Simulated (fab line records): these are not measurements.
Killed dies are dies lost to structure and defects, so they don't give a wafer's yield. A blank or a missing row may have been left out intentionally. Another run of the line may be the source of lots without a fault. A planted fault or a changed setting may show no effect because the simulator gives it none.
The tool behind it: which one? / flow berkeley-cmos170 / 21 wafers from 7 lots sampled at 2 of the route's 331 steps

## WHAT THE GAUGES READ, wafer by wafer
UCB170_ACTIVE_CD_MEAS_90: the cd target is 1200 nm.
lot=L535; measured=day 4 18:44; on=cd-sem-01; cd-nm (nm)=1200.4 1198.8 1199.6
lot=L543; measured=day 6 13:14; on=cd-sem-02; cd-nm (nm)=1201.9 1200.9 1201.9
lot=L544; measured=day 6 21:53; on=cd-sem-02; cd-nm (nm)=1198.9 1198.4 1198.6
lot=L547; measured=day 7 16:32; on=cd-sem-01; cd-nm (nm)=1201.1 1200.8 1200.5
lot=L550; measured=day 8 09:40; on=cd-sem-02; cd-nm (nm)=1197.7 1196.8 1198.6
lot=L554; measured=day 9 03:55; on=cd-sem-02; cd-nm (nm)=1201.6 1200.7 1200.7
lot=L557; measured=day 9 21:17; on=cd-sem-02; cd-nm (nm)=1198.4 1198.6 1198.6

## TOOL THAT RAN EACH LOT (tool first, then ch and the chambers of the sampled wafers, then the start)
lot=L535; UCB170_NWELL_IMPLANT_14=implanter-02 ch 0, day 2 13:13
lot=L543; UCB170_NWELL_IMPLANT_14=implanter-04 ch 0, day 4 04:56
lot=L544; UCB170_NWELL_IMPLANT_14=implanter-02 ch 0, day 4 16:48
lot=L547; UCB170_NWELL_IMPLANT_14=implanter-03 ch 0, day 5 07:46
lot=L550; UCB170_NWELL_IMPLANT_14=implanter-03 ch 0, day 5 23:43
lot=L554; UCB170_NWELL_IMPLANT_14=implanter-03 ch 0, day 6 17:02
lot=L557; UCB170_NWELL_IMPLANT_14=implanter-02 ch 0, day 7 13:36
- UCB170_NWELL_IMPLANT_14

## THE ANSWER, worked out from the rows above alone
Rule: usual is defined by the lots themselves. The widest of any qualifying gaps counts: lots, ordered by their means at a reading, are off when they make up no more than a third of the lots, leave a main group of 4 or more, and stand apart from it by 3 or more times the standard deviation of that group's means. A main group whose means are all the same, to the digits that the tables above print for the reading, isn't used. A lot without any number at a reading at which 4 lots or more have one is off too. Any other lot the step has rows for is counted as sound.
None of the lots is off at any reading shown; this tells nothing.

## WHAT HAD BEEN PUT IN BY THE SIMULATOR
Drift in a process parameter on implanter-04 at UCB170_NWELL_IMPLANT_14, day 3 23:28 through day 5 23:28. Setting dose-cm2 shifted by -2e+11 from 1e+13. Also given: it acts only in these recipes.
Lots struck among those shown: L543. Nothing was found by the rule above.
